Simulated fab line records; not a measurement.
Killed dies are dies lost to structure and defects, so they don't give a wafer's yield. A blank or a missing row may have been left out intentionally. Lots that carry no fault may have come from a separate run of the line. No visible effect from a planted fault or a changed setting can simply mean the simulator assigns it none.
fab line records :: flow ritCmos
record:
  lots: 5
  wafers: 23
route steps=202 shown PSD@150 SDANNEAL@156 NSD@158 PLDD@159
startH: start of the lot's first displayed wafer, in hours after the record's first day :: waitH: hours from the lot's prior step to this one :: " the same as in the row above :: L1.1+2: several wafers, shown together as one row :: - no value present, or no start provided :: * or withheld: withheld :: < > ~ a bound
route shown NAME@n: NAME is a module with steps in the file, n the number in the route of the first one :: usual: average and standard deviation across the fault-free wafers :: same: alike in all rows :: chamber/n: place in a boat :: sites: readings site by site :: _std_site: standard deviation across them :: _edge_site: outer sites' mean less inner sites' :: radiusMm: for every site, how far away it sits from the centre of the wafer :: mask NAME#n: copy n :: behind: tool/chamber where the wafer was last shaped :: hold: reason for holding the lot/hours on hold/outcome of the hold :: device: the transistor (n, p or np) that didn't switch :: end of line: the same wafers' tests at the end of the route :: step lacking rows: just its recipe :: killed: dies lost to structure and defects at the first sort, not the wafer's yield :: map: per-die view of a wafer (x killed, . not killed, _ where there is no die)
set.NAME: the setting the step ran with; set.NAME@STEP: the setting that earlier step ran with :: model.NAME: the simulator's own value behind a step, which no gauge read
one table per step and one row per wafer, for lots whose settings were changed on purpose
== steps ==
step: RIT_PSD_IMPLANT_08
recipe:
  species: BF2
  energyKev: 27
  doseCm2: 5e+15
  tiltDeg: 7
lot.wafer: L076.1+3+4+5+6
tool: implanter-02
chamber: 0
startH: 58.97
waitH: 0.1
set.doseCm2: 5e+15

lot.wafer: L077.1+2+6
tool: implanter-03
chamber: 0
startH: 64.23
waitH: 0.1
set.doseCm2: 4.7e+15

lot.wafer: L077.4+5
tool: implanter-03
chamber: 0
startH: 64.23
waitH: 0.1
set.doseCm2: 5e+15

lot.wafer: L078.1+2+3+4+5
tool: implanter-02
chamber: 0
startH: 67.89
waitH: 0.1
set.doseCm2: 5e+15

lot.wafer: L081.1+2+4+5+6
tool: implanter-04
chamber: 0
startH: 84.90
waitH: 0.1
set.doseCm2: 5e+15

lot.wafer: L083.1+4+6
tool: implanter-04
chamber: 0
startH: 95.76
waitH: 0.1
set.doseCm2: 5e+15
step: RIT_PSD_STRIP_09
recipe:
  chemistry: O2
  timeS: 180
  resist: NOVOLAK
  platenTempC: withheld
  powerW: 500
  pressureMtorr: 4000
  o2FlowSccm: 4000
step: RIT_SDANNEAL_RTA_03
recipe:
  tempC: 1050
  timeS: 4.9
  idleTempC: 600
  rampUpCPerS: 342
  rampDownCPerS: 171
  coolToC: 600
  ambient: N2
step: RIT_SDANNEAL_RS_MEAS_05
recipe:
  thkMeasGauge: four-point-probe
usual:
  NSD_RS: 84.51/0.29
lot.wafer: L076.1
tool: filmMetro-03
chamber: -
startH: 59.93
waitH: 0.1
set.doseCm2@NSD_IMPLANT_08: 1.043e+15
NSD_RS[ohm/sq]: 81.61

lot.wafer: L076.3
tool: filmMetro-03
chamber: -
startH: 59.93
waitH: 0.1
set.doseCm2@NSD_IMPLANT_08: 1e+15
NSD_RS[ohm/sq]: 85.01

lot.wafer: L076.4
tool: filmMetro-03
chamber: -
startH: 59.93
waitH: 0.1
set.doseCm2@NSD_IMPLANT_08: 1e+15
NSD_RS[ohm/sq]: 84.48

lot.wafer: L076.5
tool: filmMetro-03
chamber: -
startH: 59.93
waitH: 0.1
set.doseCm2@NSD_IMPLANT_08: 1.043e+15
NSD_RS[ohm/sq]: 82.08

lot.wafer: L076.6
tool: filmMetro-03
chamber: -
startH: 59.93
waitH: 0.1
set.doseCm2@NSD_IMPLANT_08: 1.043e+15
NSD_RS[ohm/sq]: 82.14

lot.wafer: L077.1
tool: filmMetro-02
chamber: -
startH: 65.25
waitH: 0.1
set.doseCm2@NSD_IMPLANT_08: 1e+15
NSD_RS[ohm/sq]: 84.82

lot.wafer: L077.2
tool: filmMetro-02
chamber: -
startH: 65.25
waitH: 0.1
set.doseCm2@NSD_IMPLANT_08: 1e+15
NSD_RS[ohm/sq]: 85.12

lot.wafer: L077.4
tool: filmMetro-02
chamber: -
startH: 65.25
waitH: 0.1
set.doseCm2@NSD_IMPLANT_08: 1.052e+15
NSD_RS[ohm/sq]: 81.37

lot.wafer: L077.5
tool: filmMetro-02
chamber: -
startH: 65.25
waitH: 0.1
set.doseCm2@NSD_IMPLANT_08: 1e+15
NSD_RS[ohm/sq]: 84.73

lot.wafer: L077.6
tool: filmMetro-02
chamber: -
startH: 65.25
waitH: 0.1
set.doseCm2@NSD_IMPLANT_08: 1.052e+15
NSD_RS[ohm/sq]: 81.76

lot.wafer: L078.1
tool: filmMetro-02
chamber: -
startH: 68.82
waitH: 0.1
set.doseCm2@NSD_IMPLANT_08: 1e+15
NSD_RS[ohm/sq]: 84.13

lot.wafer: L078.2
tool: filmMetro-02
chamber: -
startH: 68.82
waitH: 0.1
set.doseCm2@NSD_IMPLANT_08: 1e+15
NSD_RS[ohm/sq]: 84.33

lot.wafer: L078.3
tool: filmMetro-02
chamber: -
startH: 68.82
waitH: 0.1
set.doseCm2@NSD_IMPLANT_08: 1e+15
NSD_RS[ohm/sq]: 84.62

lot.wafer: L078.4
tool: filmMetro-02
chamber: -
startH: 68.82
waitH: 0.1
set.doseCm2@NSD_IMPLANT_08: 1.067e+15
NSD_RS[ohm/sq]: 80.13

lot.wafer: L078.5
tool: filmMetro-02
chamber: -
startH: 68.82
waitH: 0.1
set.doseCm2@NSD_IMPLANT_08: 1.067e+15
NSD_RS[ohm/sq]: 80.04

lot.wafer: L081.1
tool: filmMetro-03
chamber: -
startH: 85.84
waitH: 0.1
set.doseCm2@NSD_IMPLANT_08: 1e+15
NSD_RS[ohm/sq]: 84.58

lot.wafer: L081.2
tool: filmMetro-03
chamber: -
startH: 85.84
waitH: 0.1
set.doseCm2@NSD_IMPLANT_08: 1e+15
NSD_RS[ohm/sq]: 84.60

lot.wafer: L081.4
tool: filmMetro-03
chamber: -
startH: 85.84
waitH: 0.1
set.doseCm2@NSD_IMPLANT_08: 1e+15
NSD_RS[ohm/sq]: 84.60

lot.wafer: L081.5
tool: filmMetro-03
chamber: -
startH: 85.84
waitH: 0.1
set.doseCm2@NSD_IMPLANT_08: 1e+15
NSD_RS[ohm/sq]: 84.44

lot.wafer: L081.6
tool: filmMetro-03
chamber: -
startH: 85.84
waitH: 0.1
set.doseCm2@NSD_IMPLANT_08: 1e+15
NSD_RS[ohm/sq]: 84.82

lot.wafer: L083.1
tool: filmMetro-03
chamber: -
startH: 96.69
waitH: 0.1
set.doseCm2@NSD_IMPLANT_08: 1e+15
NSD_RS[ohm/sq]: 84.22

lot.wafer: L083.4
tool: filmMetro-03
chamber: -
startH: 96.69
waitH: 0.1
set.doseCm2@NSD_IMPLANT_08: 1e+15
NSD_RS[ohm/sq]: 84.49

lot.wafer: L083.6
tool: filmMetro-03
chamber: -
startH: 96.69
waitH: 0.1
set.doseCm2@NSD_IMPLANT_08: 1e+15
NSD_RS[ohm/sq]: 84.55
step: RIT_SDANNEAL_RS_MEAS_06
recipe:
  thkMeasGauge: four-point-probe
usual:
  PLDD_RS: 179.0/0.5
lot.wafer: L076.1
tool: filmMetro-03
chamber: -
startH: 60.05
waitH: 0.1
set.energyKev@PLDD_IMPLANT_08: 20.99
PLDD_RS[ohm/sq]: 176.2

lot.wafer: L076.3
tool: filmMetro-03
chamber: -
startH: 60.05
waitH: 0.1
set.energyKev@PLDD_IMPLANT_08: 20.99
PLDD_RS[ohm/sq]: 176.5

lot.wafer: L076.4
tool: filmMetro-03
chamber: -
startH: 60.05
waitH: 0.1
set.energyKev@PLDD_IMPLANT_08: 20
PLDD_RS[ohm/sq]: 179.8

lot.wafer: L076.5
tool: filmMetro-03
chamber: -
startH: 60.05
waitH: 0.1
set.energyKev@PLDD_IMPLANT_08: 20.99
PLDD_RS[ohm/sq]: 176.6

lot.wafer: L076.6
tool: filmMetro-03
chamber: -
startH: 60.05
waitH: 0.1
set.energyKev@PLDD_IMPLANT_08: 20
PLDD_RS[ohm/sq]: 179.7

lot.wafer: L077.1
tool: filmMetro-02
chamber: -
startH: 65.37
waitH: 0.1
set.energyKev@PLDD_IMPLANT_08: 20
PLDD_RS[ohm/sq]: 177.8

lot.wafer: L077.2
tool: filmMetro-02
chamber: -
startH: 65.37
waitH: 0.1
set.energyKev@PLDD_IMPLANT_08: 20
PLDD_RS[ohm/sq]: 178.7

lot.wafer: L077.4
tool: filmMetro-02
chamber: -
startH: 65.37
waitH: 0.1
set.energyKev@PLDD_IMPLANT_08: 20.68
PLDD_RS[ohm/sq]: 176.1

lot.wafer: L077.5
tool: filmMetro-02
chamber: -
startH: 65.37
waitH: 0.1
set.energyKev@PLDD_IMPLANT_08: 20.68
PLDD_RS[ohm/sq]: 176.6

lot.wafer: L077.6
tool: filmMetro-02
chamber: -
startH: 65.37
waitH: 0.1
set.energyKev@PLDD_IMPLANT_08: 20.68
PLDD_RS[ohm/sq]: 176.3

lot.wafer: L078.1
tool: filmMetro-02
chamber: -
startH: 68.94
waitH: 0.1
set.energyKev@PLDD_IMPLANT_08: 20
PLDD_RS[ohm/sq]: 178.8

lot.wafer: L078.2
tool: filmMetro-02
chamber: -
startH: 68.94
waitH: 0.1
set.energyKev@PLDD_IMPLANT_08: 19.37
PLDD_RS[ohm/sq]: 180.6

lot.wafer: L078.3
tool: filmMetro-02
chamber: -
startH: 68.94
waitH: 0.1
set.energyKev@PLDD_IMPLANT_08: 20
PLDD_RS[ohm/sq]: 179.2

lot.wafer: L078.4
tool: filmMetro-02
chamber: -
startH: 68.94
waitH: 0.1
set.energyKev@PLDD_IMPLANT_08: 19.37
PLDD_RS[ohm/sq]: 181.3

lot.wafer: L078.5
tool: filmMetro-02
chamber: -
startH: 68.94
waitH: 0.1
set.energyKev@PLDD_IMPLANT_08: 20
PLDD_RS[ohm/sq]: 179.0

lot.wafer: L081.1
tool: filmMetro-03
chamber: -
startH: 85.96
waitH: 0.1
set.energyKev@PLDD_IMPLANT_08: 20
PLDD_RS[ohm/sq]: 179.2

lot.wafer: L081.2
tool: filmMetro-03
chamber: -
startH: 85.96
waitH: 0.1
set.energyKev@PLDD_IMPLANT_08: 20
PLDD_RS[ohm/sq]: 179.7

lot.wafer: L081.4
tool: filmMetro-03
chamber: -
startH: 85.96
waitH: 0.1
set.energyKev@PLDD_IMPLANT_08: 20
PLDD_RS[ohm/sq]: 180.0

lot.wafer: L081.5
tool: filmMetro-03
chamber: -
startH: 85.96
waitH: 0.1
set.energyKev@PLDD_IMPLANT_08: 20.69
PLDD_RS[ohm/sq]: 177.4

lot.wafer: L081.6
tool: filmMetro-03
chamber: -
startH: 85.96
waitH: 0.1
set.energyKev@PLDD_IMPLANT_08: 20.69
PLDD_RS[ohm/sq]: 177.8

lot.wafer: L083.1
tool: filmMetro-03
chamber: -
startH: 96.81
waitH: 0.1
set.energyKev@PLDD_IMPLANT_08: 20
PLDD_RS[ohm/sq]: 179.9

lot.wafer: L083.4
tool: filmMetro-03
chamber: -
startH: 96.81
waitH: 0.1
set.energyKev@PLDD_IMPLANT_08: 20
PLDD_RS[ohm/sq]: 179.3

lot.wafer: L083.6
tool: filmMetro-03
chamber: -
startH: 96.81
waitH: 0.1
set.energyKev@PLDD_IMPLANT_08: 20
PLDD_RS[ohm/sq]: 179.7
== key ==
split:
  step: RIT_PSD_IMPLANT_08
  setting: doseCm2
  stated: 5e+15
  by: wafer
response none clear
split outsideThisFile step=RIT_PLDD_IMPLANT_08 setting=energyKev
split outsideThisFile step=RIT_NSD_IMPLANT_08 setting=doseCm2
split outsideThisFile: this setting was split too, and the file shows its column; the key of that split is in another file
